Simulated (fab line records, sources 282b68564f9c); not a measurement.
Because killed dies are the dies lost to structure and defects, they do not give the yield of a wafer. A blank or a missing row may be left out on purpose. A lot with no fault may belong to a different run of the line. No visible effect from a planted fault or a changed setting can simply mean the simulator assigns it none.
Which of the tools did it? -- flow rit-cmos -- 7 lots, 21 wafers sampled, at 2 steps of a route of 202

WHAT THE GAUGES SHOWED, per wafer
RIT_ACTIVE_THK_MEAS_02.
lot,measured,on,ACTIVE_OXIDE_THK (nm)
L392,day 1 20:59,film-metro-01,46.7 46.4 46.7
L395,day 2 08:38,film-metro-01,47.4 47.2 47.6
L400,day 3 09:03,film-metro-03,50.3 49.8 48.9
L405,day 4 11:30,film-metro-01,46.6 47.2 47.1
L408,day 5 01:07,film-metro-02,46.7 46.7 47.2
L411,day 5 18:26,film-metro-02,48.1 48.6 47.9
L414,day 6 07:03,film-metro-03,46.1 46.6 47.2

WHICH TOOL RAN EACH LOT (tool, then ch and the chambers of the sampled wafers, then the start)
lot,RIT_ACTIVE_OXIDATION_01
L392,"furnace-03 ch 0, day 1 19:02"
L395,"furnace-04 ch 0, day 2 06:41"
L400,"furnace-04 ch 0, day 3 07:07"
L405,"furnace-03 ch 0, day 4 09:34"
L408,"furnace-03 ch 0, day 4 23:10"
L411,"furnace-01 ch 0, day 5 16:29"
L414,"furnace-03 ch 0, day 6 05:07"
- RIT_ACTIVE_OXIDATION_01: target thk 46.8 nm, ox time 3360 s.

THE ANSWER, worked out from the rows above alone
Rule: what is usual is taken from the lots themselves. The widest of any qualifying gaps counts: lots, ordered by their means at a reading, are off when they make up no more than a third of the lots, leave a main group of 4 or more, and stand apart from it by 3 or more times the standard deviation of that group's means. A main group is skipped when, at the precision printed for the reading in the tables above, its means are all equal. Also off: a lot with no number at a reading for which 4 or more lots have one. Any other lot the step has rows for is counted as sound.
No lot is off on any of the readings shown, so nothing can be concluded from this.

WHAT HAD BEEN PUT IN BY THE SIMULATOR
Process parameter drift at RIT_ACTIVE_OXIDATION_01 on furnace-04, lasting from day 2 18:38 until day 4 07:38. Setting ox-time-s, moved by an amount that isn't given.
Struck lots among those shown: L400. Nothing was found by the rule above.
